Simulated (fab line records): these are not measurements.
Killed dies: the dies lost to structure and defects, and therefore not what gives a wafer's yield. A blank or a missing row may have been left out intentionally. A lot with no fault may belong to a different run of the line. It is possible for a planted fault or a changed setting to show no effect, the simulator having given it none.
Which tool is to blame? ; flow rit cmos ; 42 wafers from 14 lots sampled at 5 of the route's 202 steps

## WHAT EACH GAUGE READ, for each wafer
RIT_ACTIVE_THK_MEAS_02. Usual: for ACTIVE_OXIDE_THK the level is 46.8 nm and the standard deviation is 0.75.
lot;measured;on;ACTIVE_OXIDE_THK (nm);flag
L298;day 1 17:04;film metro-02;46.5 46.7 46.2;
L300;day 2 03:03;film metro-02;47.2 46.3 47.2;
L301;day 2 08:03;film metro-02;46.4 46.5 46.5;
L302;day 2 15:22;film metro-02;47.2 47.1 46.7;
L304;day 2 23:04;film metro-04;46.5 46.6 47.4;
L306;day 3 09:03;film metro-04;45.8 47.0 46.3;
L307;day 3 14:47;film metro-03;44.9 45.4 45.7;
L309;day 4 02:41;film metro-02;44.9 46.2 46.1;
L310;day 4 05:04;film metro-04;45.4 46.4 46.0;
L315;day 5 06:04;film metro-03;47.3 47.6 47.1;
L316;day 5 11:08;film metro-03;47.7 48.0 47.8;
L318;day 5 21:04;film metro-04;46.5 47.3 47.2;
L319;day 6 02:03;film metro-03;46.8 47.4 47.8;
L320;day 6 07:03;film metro-03;47.3 47.6 46.9;

RIT_ACTIVE_THK_MEAS_04. Usual: for ACTIVE_NITRIDE_THK the level is 149.5 nm and the standard deviation is 1.3.
lot;measured;on;ACTIVE_NITRIDE_THK (nm);flag
L298;day 1 18:32;film metro-04;152.3 152.2 152.3;
L300;day 2 04:32;film metro-04;150.7 148.9 149.8;
L301;day 2 09:32;film metro-02;150.6 149.2 150.4;
L302;day 2 16:50;film metro-02;149.1 150.0 149.3;
L304;day 3 00:32;film metro-03;148.7 148.1 148.8;
L306;day 3 10:32;film metro-02;149.2 148.6 149.5;
L307;day 3 16:16;film metro-03;151.8 151.8 152.0;
L309;day 4 04:10;film metro-02;150.6 150.1 150.9;
L310;day 4 06:32;film metro-02;149.4 150.5 149.1;
L315;day 5 07:32;film metro-04;120.9 122.0 119.6;OFF
L316;day 5 12:37;film metro-04;120.0 120.5 120.2;OFF
L318;day 5 22:32;film metro-04;150.2 150.1 150.6;
L319;day 6 03:49;film metro-04;149.3 151.4 151.2;
L320;day 6 08:32;film metro-02;150.6 151.2 149.2;

RIT_NRETRO_OVL_MEAS_06. Usual: for NRETRO_OVL the level is -0.7 nm and the standard deviation is 1.3.
lot;measured;on;NRETRO_OVL (nm);flag
L298;day 2 11:06;overlay-02;-0.2 -1.9 -3.3;
L300;day 2 20:44;overlay-01;0.2 2.0 -0.2;
L301;day 3 02:52;overlay-02;-1.5 0.3 -2.0;
L302;day 3 08:18;overlay-02;-1.8 0.7 -1.1;
L304;day 3 16:13;overlay-01;-0.2 0.8 0.7;
L306;day 4 04:26;overlay-01;1.1 -1.2 -0.3;
L307;day 4 09:16;overlay-01;0.5 -1.8 -0.7;
L309;day 4 21:02;overlay-01;-0.5 1.2 -0.4;
L310;day 4 21:55;overlay-01;-0.1 -1.4 -1.9;
L315;day 6 00:47;overlay-02;-1.3 -2.0 -1.8;
L316;day 6 03:53;overlay-02;-2.4 -1.3 -1.0;
L318;day 6 16:53;overlay-02;-0.7 0.8 2.2;
L319;day 6 22:53;overlay-01;-3.0 -3.2 -2.1;
L320;day 7 03:51;overlay-02;-1.4 -1.0 -1.1;

## TOOL THAT RAN EACH LOT (tool first, then ch and the chambers of the sampled wafers, then the start)
lot;RIT_ACTIVE_CVD_03;RIT_ACTIVE_ETCH_13
L298;lpcvd-02 ch 1, day 1 17:07;rie diel-03 ch 1,2,3, day 1 19:43
L300;lpcvd-02 ch 1, day 2 03:07;rie diel-02 ch 0,3, day 2 05:43
L301;lpcvd-02 ch 0, day 2 08:07;rie diel-03 ch 0,1, day 2 10:50
L302;lpcvd-01 ch 0, day 2 15:26;rie diel-03 ch 1,2, day 2 18:09
L304;lpcvd-01 ch 1, day 2 23:07;rie diel-03 ch 1,2,3, day 3 01:44
L306;lpcvd-02 ch 0, day 3 09:07;rie diel-02 ch 0,3, day 3 11:50
L307;lpcvd-01 ch 1, day 3 14:50;rie diel-04 ch 0,2,3, day 3 17:26
L309;lpcvd-02 ch 1, day 4 02:44;rie diel-04 ch 0,1,3, day 4 05:27
L310;lpcvd-01 ch 0, day 4 05:07;rie diel-02 ch 1,3, day 4 07:47
L315;lpcvd-02 ch 0, day 5 06:07;rie diel-02 ch 0,1, day 5 08:43
L316;lpcvd-02 ch 0, day 5 11:11;rie diel-03 ch 0,2,3, day 5 13:55
L318;lpcvd-01 ch 0, day 5 21:07;rie diel-02 ch 1,2, day 5 23:43
L319;lpcvd-02 ch 1, day 6 02:25;rie diel-04 ch 1,2,3, day 6 05:08
L320;lpcvd-02 ch 1, day 6 07:07;rie diel-03 ch 0,1,2, day 6 09:50
- RIT_ACTIVE_CVD_03: deposits Si3N4 from SiH2Cl2/NH3, target thk 150 nm, time 1500 s.
- RIT_ACTIVE_ETCH_13: etches Si3N4 in SF6, stops on SiO2, time 210 s, target depth 210 nm.

## WHAT THE TOOLS THEMSELVES READ (means of the sampled wafers that have a number; where no wafer has one, the mark that the record gives instead)
RIT_ACTIVE_CVD_03. Usual: pressure mtorr 299.9 mTorr, standard deviation 0.6; spike tc source C 835 C, standard deviation 3.3.
lot;tool;pressure mtorr (mTorr);spike tc source C (C);flag
L298;lpcvd-02;300.1;833;
L300;lpcvd-02;300.2;832;
L301;lpcvd-02;299.5;839;
L302;lpcvd-01;299.1;831;
L304;lpcvd-01;299.1;835;
L306;lpcvd-02;300.4;839;
L307;lpcvd-01;300.2;834;
L309;lpcvd-02;299.9;834;
L310;lpcvd-01;299.8;831;
L315;lpcvd-02;150.0;839;OFF
L316;lpcvd-02;150.5;839;OFF
L318;lpcvd-01;300.9;830;
L319;lpcvd-02;300.0;832;
L320;lpcvd-02;299.7;833;

RIT_ACTIVE_ETCH_13. Usual: drypump motor current A 5.9 A, standard deviation 0.48; oes product au 0.814 a.u., standard deviation 0.012; throttle valve pct 7.54 %, standard deviation 0.18.
lot;tool;drypump motor current A (A);oes product au (a.u.);throttle valve pct (%);flag
L298;rie diel-03;5.7;0.813;7.50;
L300;rie diel-02;5.6;0.810;7.60;
L301;rie diel-03;5.4;0.823;7.68;
L302;rie diel-03;5.8;0.819;7.44;
L304;rie diel-03;5.7;0.804;7.50;
L306;rie diel-02;5.6;0.811;7.61;
L307;rie diel-04;5.8;0.814;7.46;
L309;rie diel-04;6.2;0.814;7.51;
L310;rie diel-02;5.7;0.815;7.74;
L315;rie diel-02;6.4;0.738;7.44;OFF
L316;rie diel-03;5.6;0.727;7.61;OFF
L318;rie diel-02;6.5;0.831;7.55;
L319;rie diel-04;6.1;0.821;7.42;
L320;rie diel-03;5.7;0.817;7.54;

## THE ANSWER, worked out from the rows above alone
Rule: a lot is off if the mean of its wafers that have a number lies more than 3 standard deviations from the usual mean. Also off: a lot with no number at a reading for which 4 or more lots have one. Where the step has rows for the other lots, those lots are counted as sound. First the gauges in route order, then the tools' own readings, where a lot's mean is used as printed above. The first step at which some lot is off is used, and at that step the reading that is off furthest; a lot without a number counts as furthest.
Off: L315, L316, at RIT_ACTIVE_THK_MEAS_04 (ACTIVE_NITRIDE_THK).
If a tool, at a process step before that reading, ran all the lots that are off and no sound lot after the first of them, it fits. The gauges at RIT_ACTIVE_THK_MEAS_04 aren't tried: what is off there is off at RIT_ACTIVE_CVD_03 too, on other tools, and a gauge's error can't cause that. None of those tried fits.

## WHAT WAS PUT IN BY THE SIMULATOR
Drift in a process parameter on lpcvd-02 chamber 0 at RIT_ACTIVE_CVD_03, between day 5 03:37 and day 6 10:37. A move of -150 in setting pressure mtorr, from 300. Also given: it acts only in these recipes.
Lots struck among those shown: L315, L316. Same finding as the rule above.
